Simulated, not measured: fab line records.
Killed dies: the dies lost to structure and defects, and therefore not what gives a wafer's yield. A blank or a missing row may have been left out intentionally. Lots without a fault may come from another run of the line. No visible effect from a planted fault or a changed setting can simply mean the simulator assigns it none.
Chamber matching | flow berkeleyCmos170 | rieDiel-04 running UCB170_ZERO_ETCH_06: 4 sister chambers
The step etches SiO2 in CHF3/CF4/Ar, time 12 s. 18 wafers are shown with their chamber, then 9 later ones without.

WAFERS PAIRED WITH THEIR CHAMBERS
wafer  | chamber | drypumpMotorCurrentA (A) | throttleValvePct (%) | oesProductAu (a.u.)
L861.1 | 3       | 5.8                      | 9.15                 | 0.622
L861.2 | 2       | 5.1                      | 9.27                 | 0.622
L861.6 | 0       | 5.7                      | 9.20                 | 0.615
L862.1 | 2       | 5.0                      | 9.25                 | 0.619
L862.2 | 1       | 6.1                      | 9.51                 | 0.621
L862.6 | 0       | 5.7                      | 9.19                 | 0.613
L863.1 | 2       | 5.0                      | 9.26                 | 0.616
L863.3 | 3       | 5.8                      | 9.14                 | 0.628
L863.6 | 0       | 5.7                      | 9.20                 | 0.621
L868.2 | 0       | 5.7                      | 9.20                 | 0.619
L868.3 | 3       | 5.8                      | 9.16                 | 0.625
L868.5 | 2       | 5.1                      | 9.27                 | 0.614
L871.3 | 0       | 5.7                      | 9.19                 | 0.618
L871.5 | 2       | 5.0                      | 9.26                 | 0.613
L871.6 | 3       | 5.8                      | 9.16                 | 0.623
L872.1 | 1       | 6.1                      | 9.49                 | 0.618
L872.2 | 0       | 5.7                      | 9.19                 | 0.623
L872.3 | 3       | 5.8                      | 9.16                 | 0.625

SIGNATURES, as means of the wafers listed above
reading              | chamber 0 | chamber 1 | chamber 2 | chamber 3 | scatter within a chamber
drypumpMotorCurrentA | 5.700     | 6.100     | 5.040     | 5.800     | 0.0293
throttleValvePct     | 9.1950    | 9.5000    | 9.2620    | 9.1540    | 0.00824
oesProductAu         | 0.61817   | 0.61950   | 0.61680   | 0.62460   | 0.00327
Rule: a wafer's distance from a chamber is the root of the sum, over the readings, of the square of ((its reading less the chamber's mean) divided by the reading's scatter). If the next closest chamber is less than 2 further off than the closest, the wafer can't be placed; otherwise it belongs to the closest. The scatter: the root of (the sum of the squares of (reading less its chamber's mean) over the shown wafers, divided by (wafers less chambers)).

WAFERS WHOSE CHAMBER IS MISSING
wafer  | drypumpMotorCurrentA (A) | throttleValvePct (%) | oesProductAu (a.u.)
L877.1 | 6.1                      | 9.51                 | 0.624
L877.2 | 5.8                      | 9.15                 | 0.630
L877.6 | 5.1                      | 9.26                 | 0.613
L878.1 | 5.7                      | 9.19                 | 0.627
L878.3 | 5.1                      | 9.24                 | 0.612
L878.4 | 5.8                      | 9.15                 | 0.628
L881.3 | 5.7                      | 9.19                 | 0.617
L881.5 | 6.1                      | 9.47                 | 0.617
L881.6 | 5.7                      | 9.18                 | 0.623

WHICH CHAMBER EACH WENT THROUGH
wafer  | from the rows above | in truth
L877.1 | 1                   | 1
L877.2 | 3                   | 3
L877.6 | 2                   | 2
L878.1 | 0                   | 0
L878.3 | 2                   | 2
L878.4 | 3                   | 3
L881.3 | 0                   | 0
L881.5 | 1                   | 1
L881.6 | 0                   | 0
Placed correctly: 9 of 9. Left unplaced by these rows: 0. Wrongly placed: 0.
